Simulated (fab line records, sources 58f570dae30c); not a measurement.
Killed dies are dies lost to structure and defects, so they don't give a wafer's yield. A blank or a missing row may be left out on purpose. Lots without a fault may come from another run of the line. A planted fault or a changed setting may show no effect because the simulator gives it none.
Tool commonality check | flow berkeley_cmos170 | 15 lots, 54 wafers sampled

WHY IT WAS OPENED
At UCB170_ACTIVE_THK_MEAS_06 the reading ACTIVE_NITRIDE_THK is flagged on 3 of 15 lots. Wafers without a fault read 220.6 nm, standard deviation 2.7.
Rule: a lot is flagged when every wafer of it that has a number lies more than 4 standard deviations from that mean, or none has a number. The other lots count as sound.

lot  | measured    | on            | ACTIVE_NITRIDE_THK (nm), wafer by wafer | flag
L855 | day 4 06:46 | film_metro-02 | 218.8 220.2 218.5                       |
L857 | day 4 14:24 | film_metro-01 | 222.4 221.4 223.1                       |
L856 | day 4 14:25 | film_metro-03 | 224.6 225.8 225.5                       |
L858 | day 4 21:08 | film_metro-02 | 220.8 220.1 220.1                       |
L859 | day 5 02:41 | film_metro-01 | 225.3 227.6 225.3                       |
L860 | day 5 06:56 | film_metro-01 | 219.7 217.3 218.5                       |
L862 | day 5 18:20 | film_metro-03 | 219.1 219.2 220.0                       |
L861 | day 5 18:21 | film_metro-02 | 214.6 215.7 216.6                       |
L864 | day 6 05:26 | film_metro-03 | 220.2 220.3 219.1                       |
L863 | day 6 05:28 | film_metro-01 | 220.0 219.0 219.3                       |
L866 | day 6 12:56 | film_metro-03 | 219.0 220.4 220.0                       |
L865 | day 6 12:56 | film_metro-01 | 220.4 221.2 221.5                       |
L870 | day 7 13:29 | film_metro-01 | 272.2 272.9 273.9 272.2 272.9 273.9     | FLAGGED
L872 | day 7 13:29 | film_metro-02 | 273.7 273.9 274.1 273.8 273.9 274.3     | FLAGGED
L871 | day 7 13:31 | film_metro-03 | 277.7 277.4 277.5 277.6 277.6 277.7     | FLAGGED
The numbers of the flagged lots are 274.8 nm on average: +54.2 nm against the usual, or +20 standard deviations.

WHICH TOOL RAN EACH LOT
The record holds 1 process step before the reading, out of a route of 331 steps. In each cell: the tool, then ch and the chambers that the sampled wafers went through, then the start.
lot  | flag    | UCB170_ACTIVE_CVD_05
L855 |         | lpcvd-01 ch 0, day 4 04:47
L857 |         | lpcvd-01 ch 0, day 4 12:29
L856 |         | lpcvd-01 ch 0, day 4 12:29
L858 |         | lpcvd-02 ch 0, day 4 19:13
L859 |         | lpcvd-01 ch 0, day 5 00:44
L860 |         | lpcvd-01 ch 0, day 5 05:01
L862 |         | lpcvd-01 ch 1, day 5 16:25
L861 |         | lpcvd-01 ch 1, day 5 16:25
L864 |         | lpcvd-01 ch 0, day 6 02:34
L863 |         | lpcvd-01 ch 1, day 6 02:34
L866 |         | lpcvd-02 ch 1, day 6 11:01
L865 |         | lpcvd-02 ch 0, day 6 11:01
L870 | FLAGGED | lpcvd-01 ch 0, day 7 11:34
L872 | FLAGGED | lpcvd-01 ch 0, day 7 11:34
L871 | FLAGGED | lpcvd-01 ch 1, day 7 11:34
What these steps do:
- UCB170_ACTIVE_CVD_05: deposits Si3N4 from SiH2Cl2/NH3, target thk 220 nm, time 3300 s.
- UCB170_ACTIVE_THK_MEAS_06

FLAGGED OVER TOTAL, TOOL BY TOOL (the gauges that took the reading come last)
step                      | tool          | lots run | flagged | share of the flagged lots | sound lots run after its first flagged lot
UCB170_ACTIVE_CVD_05      | lpcvd-01      | 12       | 3       | all                       | 0
UCB170_ACTIVE_CVD_05      | lpcvd-02      | 3        | 0       | none                      | -
UCB170_ACTIVE_THK_MEAS_06 | film_metro-01 | 6        | 1       | some                      | 0
UCB170_ACTIVE_THK_MEAS_06 | film_metro-02 | 4        | 1       | some                      | 0
UCB170_ACTIVE_THK_MEAS_06 | film_metro-03 | 5        | 1       | some                      | 0

WHAT THE TABLE ALLOWS
1 row of the table ran every flagged lot: lpcvd-01 at UCB170_ACTIVE_CVD_05.
- lpcvd-01 at UCB170_ACTIVE_CVD_05: 3 of its 12 lots flagged. Its last sound lot is L863 (day 6 02:34), its first flagged lot L870 (day 7 11:34): a fault that began between those two fits.
One tool is left: lpcvd-01 at UCB170_ACTIVE_CVD_05.

WHAT THE SIMULATOR HAD PUT IN
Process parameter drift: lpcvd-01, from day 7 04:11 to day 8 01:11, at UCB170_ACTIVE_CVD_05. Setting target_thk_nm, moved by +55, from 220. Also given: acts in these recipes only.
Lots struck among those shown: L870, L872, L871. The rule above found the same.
